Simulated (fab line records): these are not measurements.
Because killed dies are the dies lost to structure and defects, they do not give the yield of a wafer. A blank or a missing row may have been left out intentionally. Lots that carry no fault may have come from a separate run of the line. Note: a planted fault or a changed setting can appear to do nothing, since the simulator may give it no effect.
The tool behind it: which one? / flow ritCmos / Sampling: 15 lots, 45 wafers, 4 of 202 route steps

WHAT THE GAUGES SHOWED, per wafer
RIT_PSD_OVL_MEAS_06.
lot=L675; measured=day 3 03:37; on=overlay-02; PSD_OVL (nm)=0.6 1.1 -0.1
lot=L676; measured=day 3 12:29; on=overlay-01; PSD_OVL (nm)=0.4 -0.1 1.3
lot=L677; measured=day 3 16:49; on=overlay-02; PSD_OVL (nm)=1.0 0.1 0.6
lot=L678; measured=day 3 22:12; on=overlay-01; PSD_OVL (nm)=3.1 4.6 3.9
lot=L679; measured=day 4 00:46; on=overlay-02; PSD_OVL (nm)=0.2 -0.6 0.4
lot=L680; measured=day 4 06:00; on=overlay-01; PSD_OVL (nm)=2.4 1.2 0.6
lot=L681; measured=day 4 12:34; on=overlay-02; PSD_OVL (nm)=0.3 -0.6 0.0
lot=L682; measured=day 4 22:58; on=overlay-02; PSD_OVL (nm)=1.0 1.4 0.5
lot=L683; measured=day 5 01:46; on=overlay-01; PSD_OVL (nm)=2.5 1.2 2.7
lot=L684; measured=day 5 04:17; on=overlay-02; PSD_OVL (nm)=1.5 1.9 0.0
lot=L687; measured=day 5 17:52; on=overlay-01; PSD_OVL (nm)=-0.1 -1.2 -1.3
lot=L688; measured=day 5 22:44; on=overlay-02; PSD_OVL (nm)=1.3 0.6 -0.3
lot=L689; measured=day 6 03:45; on=overlay-02; PSD_OVL (nm)=1.0 1.2 2.6
lot=L690; measured=day 6 09:46; on=overlay-02; PSD_OVL (nm)=-2.0 -2.8 -1.9
lot=L697; measured=day 7 20:03; on=overlay-02; PSD_OVL (nm)=0.9 0.6 2.5

RIT_SILICIDE_RS_MEAS_02: uses a four-point probe to measure.
lot=L675; measured=day 3 05:18; on=filmMetro-03; SILICIDE_TI_RS (ohm/sq)=47.1 47.3 47.2
lot=L676; measured=day 3 14:08; on=filmMetro-02; SILICIDE_TI_RS (ohm/sq)=48.4 48.1 50.1
lot=L677; measured=day 3 18:28; on=filmMetro-03; SILICIDE_TI_RS (ohm/sq)=47.7 47.4 47.5
lot=L678; measured=day 3 23:50; on=filmMetro-02; SILICIDE_TI_RS (ohm/sq)=47.1 46.6 47.1
lot=L679; measured=day 4 02:24; on=filmMetro-04; SILICIDE_TI_RS (ohm/sq)=46.0 46.6 46.4
lot=L680; measured=day 4 07:40; on=filmMetro-04; SILICIDE_TI_RS (ohm/sq)=48.4 48.0 48.3
lot=L681; measured=day 4 14:13; on=filmMetro-04; SILICIDE_TI_RS (ohm/sq)=47.6 47.2 47.8
lot=L682; measured=day 5 00:35; on=filmMetro-02; SILICIDE_TI_RS (ohm/sq)=46.9 47.6 47.2
lot=L683; measured=day 5 03:25; on=filmMetro-03; SILICIDE_TI_RS (ohm/sq)=48.6 48.6 48.1
lot=L684; measured=day 5 05:56; on=filmMetro-03; SILICIDE_TI_RS (ohm/sq)=47.9 47.2 48.5
lot=L687; measured=day 5 19:31; on=filmMetro-04; SILICIDE_TI_RS (ohm/sq)=49.1 48.4 48.4
lot=L688; measured=day 6 00:25; on=filmMetro-02; SILICIDE_TI_RS (ohm/sq)=47.9 47.6 48.2
lot=L689; measured=day 6 05:24; on=filmMetro-04; SILICIDE_TI_RS (ohm/sq)=47.0 47.2 47.2
lot=L690; measured=day 6 11:28; on=filmMetro-04; SILICIDE_TI_RS (ohm/sq)=48.1 47.7 47.5
lot=L697; measured=day 7 21:43; on=filmMetro-03; SILICIDE_TI_RS (ohm/sq)=47.8 47.3 47.5

EACH LOT AND THE TOOL THAT RAN IT (in order: tool; ch and the chambers of the sampled wafers; start)
lot=L675; RIT_NLDD_STRIP_09=plasmaAsher-02 ch 0,1, day 2 20:41; RIT_SPACER_CVD_03=lpcvd-02 ch 0, day 2 22:52
lot=L676; RIT_NLDD_STRIP_09=plasmaAsher-02 ch 0,1, day 3 04:45; RIT_SPACER_CVD_03=lpcvd-01 ch 0, day 3 06:55
lot=L677; RIT_NLDD_STRIP_09=plasmaAsher-03 ch 0, day 3 10:14; RIT_SPACER_CVD_03=lpcvd-02 ch 1, day 3 12:24
lot=L678; RIT_NLDD_STRIP_09=plasmaAsher-04 ch 0,1, day 3 15:30; RIT_SPACER_CVD_03=lpcvd-01 ch 1, day 3 17:41
lot=L679; RIT_NLDD_STRIP_09=plasmaAsher-03 ch 0,1, day 3 18:03; RIT_SPACER_CVD_03=lpcvd-01 ch 1, day 3 20:12
lot=L680; RIT_NLDD_STRIP_09=plasmaAsher-03 ch 1, day 3 23:27; RIT_SPACER_CVD_03=lpcvd-02 ch 1, day 4 01:29
lot=L681; RIT_NLDD_STRIP_09=plasmaAsher-04 ch 0, day 4 05:29; RIT_SPACER_CVD_03=lpcvd-02 ch 0, day 4 07:38
lot=L682; RIT_NLDD_STRIP_09=plasmaAsher-03 ch 0,1, day 4 16:25; RIT_SPACER_CVD_03=lpcvd-01 ch 0, day 4 18:34
lot=L683; RIT_NLDD_STRIP_09=plasmaAsher-03 ch 0,1, day 4 19:05; RIT_SPACER_CVD_03=lpcvd-02 ch 0, day 4 21:07
lot=L684; RIT_NLDD_STRIP_09=plasmaAsher-02 ch 0,1, day 4 21:11; RIT_SPACER_CVD_03=lpcvd-01 ch 1, day 4 23:53
lot=L687; RIT_NLDD_STRIP_09=plasmaAsher-02 ch 0,1, day 5 11:12; RIT_SPACER_CVD_03=lpcvd-01 ch 1, day 5 13:21
lot=L688; RIT_NLDD_STRIP_09=plasmaAsher-03 ch 0,1, day 5 15:48; RIT_SPACER_CVD_03=lpcvd-01 ch 1, day 5 17:50
lot=L689; RIT_NLDD_STRIP_09=plasmaAsher-03 ch 0,1, day 5 21:06; RIT_SPACER_CVD_03=lpcvd-01 ch 1, day 5 23:11
lot=L690; RIT_NLDD_STRIP_09=plasmaAsher-02 ch 0, day 6 02:55; RIT_SPACER_CVD_03=lpcvd-02 ch 0, day 6 05:04
lot=L697; RIT_NLDD_STRIP_09=plasmaAsher-02 ch 0,1, day 7 13:09; RIT_SPACER_CVD_03=lpcvd-02 ch 0, day 7 15:14
- RIT_NLDD_STRIP_09: strips in O2, time 180 s.
- RIT_SPACER_CVD_03: deposits Si3N4 from SiH2Cl2/NH3, target thk 250 nm, time 3300 s.

WHAT THE TOOLS THEMSELVES READ (means of the sampled wafers that have a number; where no wafer has one, the mark that the record gives instead)
RIT_NLDD_STRIP_09.
lot=L675; tool=plasmaAsher-02; drypumpMotorCurrentA (A)=5.6
lot=L676; tool=plasmaAsher-02; drypumpMotorCurrentA (A)=5.6
lot=L677; tool=plasmaAsher-03; drypumpMotorCurrentA (A)=5.5
lot=L678; tool=plasmaAsher-04; drypumpMotorCurrentA (A)=5.8
lot=L679; tool=plasmaAsher-03; drypumpMotorCurrentA (A)=5.4
lot=L680; tool=plasmaAsher-03; drypumpMotorCurrentA (A)=5.4
lot=L681; tool=plasmaAsher-04; drypumpMotorCurrentA (A)=5.4
lot=L682; tool=plasmaAsher-03; drypumpMotorCurrentA (A)=5.5
lot=L683; tool=plasmaAsher-03; drypumpMotorCurrentA (A)=5.4
lot=L684; tool=plasmaAsher-02; drypumpMotorCurrentA (A)=5.7
lot=L687; tool=plasmaAsher-02; drypumpMotorCurrentA (A)=5.7
lot=L688; tool=plasmaAsher-03; drypumpMotorCurrentA (A)=5.4
lot=L689; tool=plasmaAsher-03; drypumpMotorCurrentA (A)=5.5
lot=L690; tool=plasmaAsher-02; drypumpMotorCurrentA (A)=5.6
lot=L697; tool=plasmaAsher-02; drypumpMotorCurrentA (A)=5.7

THE ANSWER, worked out from the rows above alone
Rule: the usual values come from the lots themselves. Put in order of their means at a reading, lots are off if they are a third of the lots or fewer, leave a main group of 4 or more, and stand apart from it by a gap of 3 or more times the standard deviation of the main group's means; of several such gaps the widest counts. A main group whose means are all the same, to the digits that the tables above print for the reading, isn't used. A lot without any number at a reading at which 4 lots or more have one is off too. All remaining lots with rows at the step are treated as sound. First the gauges in route order, then the tools' own readings, where a lot's mean is used as printed above. At the first step where some lot is off, the reading lying furthest off is the one used; lots without a number count as furthest.
No lot is off on any of the readings shown, so nothing can be concluded from this.

WHAT THE SIMULATOR HAD PUT IN
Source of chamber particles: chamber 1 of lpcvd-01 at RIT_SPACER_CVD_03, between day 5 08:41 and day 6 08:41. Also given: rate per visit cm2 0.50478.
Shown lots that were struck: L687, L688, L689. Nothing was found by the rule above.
